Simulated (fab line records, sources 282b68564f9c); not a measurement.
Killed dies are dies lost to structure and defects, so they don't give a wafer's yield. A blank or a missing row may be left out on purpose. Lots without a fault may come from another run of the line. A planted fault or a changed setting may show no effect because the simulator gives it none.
Which tool did it? | flow rit_cmos | 15 lots, 45 wafers sampled, at 4 steps of a route of 202

WHAT THE GAUGES READ, wafer by wafer
RIT_PWELL_OVL_MEAS_06.
lot  | measured    | on         | PWELL_OVL (nm)
L634 | day 2 15:26 | overlay-01 | -0.5 -1.4 -1.0
L635 | day 2 18:59 | overlay-02 | 0.4 0.4 1.9
L636 | day 2 23:46 | overlay-01 | -1.2 0.1 0.3
L637 | day 3 02:50 | overlay-01 | -2.4 -1.7 -1.5
L638 | day 3 08:38 | overlay-01 | -1.7 -1.4 -2.2
L641 | day 4 11:56 | overlay-01 | 1.8 0.3 2.8
L642 | day 4 11:44 | overlay-01 | 0.5 -1.8 -2.0
L644 | day 5 00:56 | overlay-01 | -1.0 0.8 -0.2
L645 | day 5 01:16 | overlay-01 | 0.7 0.2 0.3
L646 | day 5 04:56 | overlay-01 | -1.2 1.6 0.3
L650 | day 5 23:20 | overlay-01 | 240.1 241.1 242.0 241.5 241.7 242.9
L652 | day 6 05:23 | overlay-01 | 240.6 239.9 239.6 240.5 240.7 240.3
L653 | day 6 10:40 | overlay-02 | -0.9 -1.5 1.0
L654 | day 6 14:19 | overlay-02 | 238.9 241.1 238.3 240.0 241.7 239.4
L655 | day 6 18:37 | overlay-02 | -1.5 -0.9 -0.1

RIT_WELLDRIVE_RS_MEAS_02: measures by four-point-probe.
lot  | measured    | on            | PWELL_RS (ohm/sq)
L634 | day 2 22:04 | film_metro-03 | 429.4 428.8 428.8
L635 | day 3 01:19 | film_metro-04 | 428.2 427.9 428.6
L636 | day 3 06:28 | film_metro-04 | 429.4 428.5 429.4
L637 | day 3 13:19 | film_metro-04 | 429.6 429.0 429.4
L638 | day 4 01:32 | film_metro-01 | 427.6 427.1 430.3
L641 | day 4 21:40 | film_metro-01 | 429.3 430.2 430.3
L642 | day 4 21:41 | film_metro-04 | 428.4 429.4 430.3
L644 | day 5 06:56 | film_metro-04 | 430.3 430.7 431.4
L645 | day 5 09:37 | film_metro-01 | 427.9 429.0 428.5
L646 | day 5 16:35 | film_metro-04 | 431.1 431.6 430.8
L653 | day 6 17:10 | film_metro-01 | 429.1 429.2 429.1
L655 | day 7 00:54 | film_metro-04 | 428.7 429.3 428.0

WHICH TOOL RAN EACH LOT (tool, then ch and the chambers of the sampled wafers, then the start)
lot  | RIT_ACTIVE_ETCH_13                | RIT_PWELL_EXPOSE_03
L634 | rie_diel-02 ch 2,3, day 2 03:08   | iline_stepper-01 ch 0, day 2 15:03
L635 | rie_diel-03 ch 1,3, day 2 07:16   | iline_stepper-02 ch 0, day 2 18:33
L636 | rie_diel-04 ch 0,3, day 2 13:12   | iline_stepper-01 ch 0, day 2 23:14
L637 | rie_diel-02 ch 0,1,3, day 2 16:54 | iline_stepper-01 ch 0, day 3 02:26
L638 | rie_diel-02 ch 0,1,3, day 2 21:25 | iline_stepper-01 ch 0, day 3 08:14
L641 | rie_diel-04 ch 1,2,3, day 3 23:03 | iline_stepper-02 ch 0, day 4 11:25
L642 | rie_diel-03 ch 2,3, day 3 23:10   | iline_stepper-02 ch 0, day 4 11:20
L644 | rie_diel-04 ch 0,3, day 4 08:02   | iline_stepper-02 ch 0, day 5 00:11
L645 | rie_diel-03 ch 0,2,3, day 4 08:16 | iline_stepper-01 ch 0, day 5 00:46
L646 | rie_diel-02 ch 0,3, day 4 16:40   | iline_stepper-02 ch 0, day 5 04:31
L650 | rie_diel-02 ch 0,1, day 5 14:03   | iline_stepper-01 ch 0, day 5 22:54
L652 | rie_diel-02 ch 1,2,3, day 5 20:41 | iline_stepper-01 ch 0, day 6 04:41
L653 | rie_diel-04 ch 0,3, day 6 00:08   | iline_stepper-02 ch 0, day 6 10:14
L654 | rie_diel-02 ch 0,1, day 6 05:59   | iline_stepper-01 ch 0, day 6 13:41
L655 | rie_diel-04 ch 0,1, day 6 10:40   | iline_stepper-02 ch 0, day 6 18:11
- RIT_ACTIVE_ETCH_13: etches Si3N4 in SF6, stops on SiO2, time 210 s, target depth 210 nm.
- RIT_PWELL_EXPOSE_03: exposes mask M3, target cd 43700 nm.

WHAT THE TOOLS THEMSELVES READ (means of the sampled wafers that have a number; where no wafer has one, the mark that the record gives instead)
RIT_ACTIVE_ETCH_13.
lot  | tool        | drypump_motor_current_A (A) | oes_product_au (a.u.) | throttle_valve_pct (%)
L634 | rie_diel-02 | 6.3                         | 0.843                 | 7.46
L635 | rie_diel-03 | 5.0                         | 0.807                 | 7.51
L636 | rie_diel-04 | 6.0                         | 0.817                 | 7.62
L637 | rie_diel-02 | 5.9                         | 0.821                 | 7.50
L638 | rie_diel-02 | 5.9                         | 0.831                 | 7.50
L641 | rie_diel-04 | 5.8                         | 0.801                 | 7.56
L642 | rie_diel-03 | 5.3                         | 0.804                 | 7.59
L644 | rie_diel-04 | 6.0                         | 0.809                 | 7.63
L645 | rie_diel-03 | 5.1                         | 0.805                 | 7.53
L646 | rie_diel-02 | 6.4                         | 0.840                 | 7.51
L650 | rie_diel-02 | 5.6                         | 0.841                 | 7.41
L652 | rie_diel-02 | 6.0                         | 0.836                 | 7.52
L653 | rie_diel-04 | 6.1                         | 0.817                 | 7.68
L654 | rie_diel-02 | 5.6                         | 0.844                 | 7.40
L655 | rie_diel-04 | 6.1                         | 0.819                 | 7.66

RIT_PWELL_EXPOSE_03.
lot  | tool             | exposure_dose_mJ_cm2
L634 | iline_stepper-01 | 250.16
L635 | iline_stepper-02 | 250.19
L636 | iline_stepper-01 | 249.88
L637 | iline_stepper-01 | 249.83
L638 | iline_stepper-01 | 250.13
L641 | iline_stepper-02 | 250.33
L642 | iline_stepper-02 | 249.58
L644 | iline_stepper-02 | 250.21
L645 | iline_stepper-01 | 249.71
L646 | iline_stepper-02 | 250.12
L650 | iline_stepper-01 | 249.67
L652 | iline_stepper-01 | 249.90
L653 | iline_stepper-02 | 250.18
L654 | iline_stepper-01 | 250.38
L655 | iline_stepper-02 | 250.10

THE ANSWER, worked out from the rows above alone
Rule: what is usual is taken from the lots themselves. Put in order of their means at a reading, lots are off if they are a third of the lots or fewer, leave a main group of 4 or more, and stand apart from it by a gap of 3 or more times the standard deviation of the main group's means; of several such gaps the widest counts. A main group whose means are all the same, to the digits that the tables above print for the reading, isn't used. A lot without any number at a reading at which 4 lots or more have one is off too. The other lots that the step has rows for count as sound. The gauges are gone through in route order, then the tools' own readings, and for those a lot's mean is taken as printed above. The first step at which some lot is off is used, and at that step the reading that is off furthest; a lot without a number counts as furthest.
Off: L650, L652, L654, at RIT_PWELL_OVL_MEAS_06 (PWELL_OVL). The main group: mean -0.4 nm, standard deviation 1.
A tool fits if, at a process step before that reading, it ran every lot that is off, and no sound lot after the first of them. The gauges at RIT_PWELL_OVL_MEAS_06 are tried like those tools. Can't be told from this: 2 tools fit, rie_diel-02 at RIT_ACTIVE_ETCH_13, iline_stepper-01 at RIT_PWELL_EXPOSE_03.

WHAT THE SIMULATOR HAD PUT IN
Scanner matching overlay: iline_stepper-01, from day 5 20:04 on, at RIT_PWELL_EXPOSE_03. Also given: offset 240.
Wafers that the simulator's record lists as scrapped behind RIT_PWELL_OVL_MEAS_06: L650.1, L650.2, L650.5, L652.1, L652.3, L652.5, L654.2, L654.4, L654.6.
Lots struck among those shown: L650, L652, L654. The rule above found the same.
